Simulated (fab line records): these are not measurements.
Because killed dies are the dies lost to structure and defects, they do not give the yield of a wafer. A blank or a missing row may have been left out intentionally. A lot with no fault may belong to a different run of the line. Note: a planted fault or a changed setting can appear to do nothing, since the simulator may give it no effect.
Struck lot and sound lot, side by side :: flow berkeley-cmos170 :: 15 out of 331 route steps
Sound: wafers L128.2, L128.3, L128.6. Struck: wafers L126.1, L126.2, L126.6. The cause comes at the end.
Each step with rows lists, per side, the tool, then ch with its chambers, then its first start. Under that, the readings that differ: sound wafers :: struck wafers :: difference of the means :: sigmas: that difference in standard deviations of wafers without a fault.
alike: readings whose means differ by less than 2 such deviations, and words and numbers that are the same on both sides. not compared: withheld readings, readings that some wafer has no value for, bounds like >300 that may hide the same value, and numbers for which the record gives no deviation and whose values overlap.
The two part at a step that has a row with sigmas, a row that says differs or no value, or rows on one side only. Numbers that don't overlap but have no deviation are shown without sigmas and don't part them. Lack of a reading on every wafer of one side parts them only where that side has two or more wafers.

UCB170_PLDD_STRIP_10: strips in O2.
  sound on plasma-asher-03 ch 0, day 11 15:19; struck on plasma-asher-04 ch 0,1, day 11 15:34
reading: drypump-motor-current-A (A)
sound: 6.6 6.6 6.6
struck: 5.4 5.0 5.0
difference: -1.5
sigmas: -2
  alike: oes-product-au, strip-time-to-endpoint-s
  not compared: rf-hours-counter-h
UCB170_PLDD_TW_MEAS_11:
  sound: film-metro-03 at day 11 15:26; struck: film-metro-03 at day 11 15:40
  alike: PLDD_TW
then, 7 steps without rows for these wafers: UCB170_PLDD_CLEAN_12 (cleans in SPM, time 600 s); UCB170_NLDD_HMDS_00 (prime time 60 s); UCB170_NLDD_COAT_01 (resist thk 900 nm); UCB170_NLDD_SOFTBAKE_02 (time 60 s); UCB170_NLDD_EXPOSE_03 (exposes mask NSELECT, target cd 1200 nm); UCB170_NLDD_PEB_04; UCB170_NLDD_DEVELOP_05 (develop time 45 s).
UCB170_NLDD_CD_MEAS_06: the cd target is 1200 nm.
  sound: cd-sem-02 at day 11 16:57; struck: cd-sem-02 at day 11 17:08
  alike: cd-nm
UCB170_NLDD_OVL_MEAS_07:
  sound: overlay-01 at day 11 17:04; struck: overlay-01 at day 11 17:16
reading: NLDD_OVL (nm)
sound: 1 2 2
struck: -9 -5 -8
difference: -9
sigmas: -2
after that, 1 step had no rows for these wafers: UCB170_NLDD_IMPLANT_08.
UCB170_NLDD_IMPLANT_09:
  sound on implanter-01 ch 0, day 11 17:16; struck on implanter-04 ch 0, day 11 17:27
reading: beam-energy-keV
sound: 29.990 29.988 29.984
struck: 27.989 27.988 27.974
difference: -2.004
sigmas: -99 or more

reading: model.implant.rp-nm (nm)
sound: 21.33 21.33 21.33
struck: 19.68 19.68 19.68
difference: -1.65
sigmas: 

reading: model.implant.drp-nm (nm)
sound: 9.611 9.611 9.611
struck: 9.137 9.137 9.137
difference: -0.474
sigmas: 
  alike: beam-on-s, dose-ions-cm2
UCB170_NLDD_STRIP_10: strips in O2.
  sound on plasma-asher-03 ch 0,1, day 11 17:23; struck on plasma-asher-01 ch 0,1, day 11 17:36
  alike: drypump-motor-current-A, oes-product-au, strip-time-to-endpoint-s
  not compared: rf-hours-counter-h
UCB170_M3_PROBE_99:
  sound: prober-01 at day 13 04:38; struck: prober-01 at day 13 10:31
reading: model.etest.nldd.rs-ohm-sq
sound: 765.3 767.3 769.2
struck: 785.1 780.4 782.9
difference: +15.5
sigmas: 

WHERE THEY PART
Earliest at UCB170_PLDD_STRIP_10; latest, in this record, at UCB170_NLDD_IMPLANT_09. Later steps at which nothing parts them and some readings are alike: UCB170_NLDD_STRIP_10.

WHY: what the simulator had put in
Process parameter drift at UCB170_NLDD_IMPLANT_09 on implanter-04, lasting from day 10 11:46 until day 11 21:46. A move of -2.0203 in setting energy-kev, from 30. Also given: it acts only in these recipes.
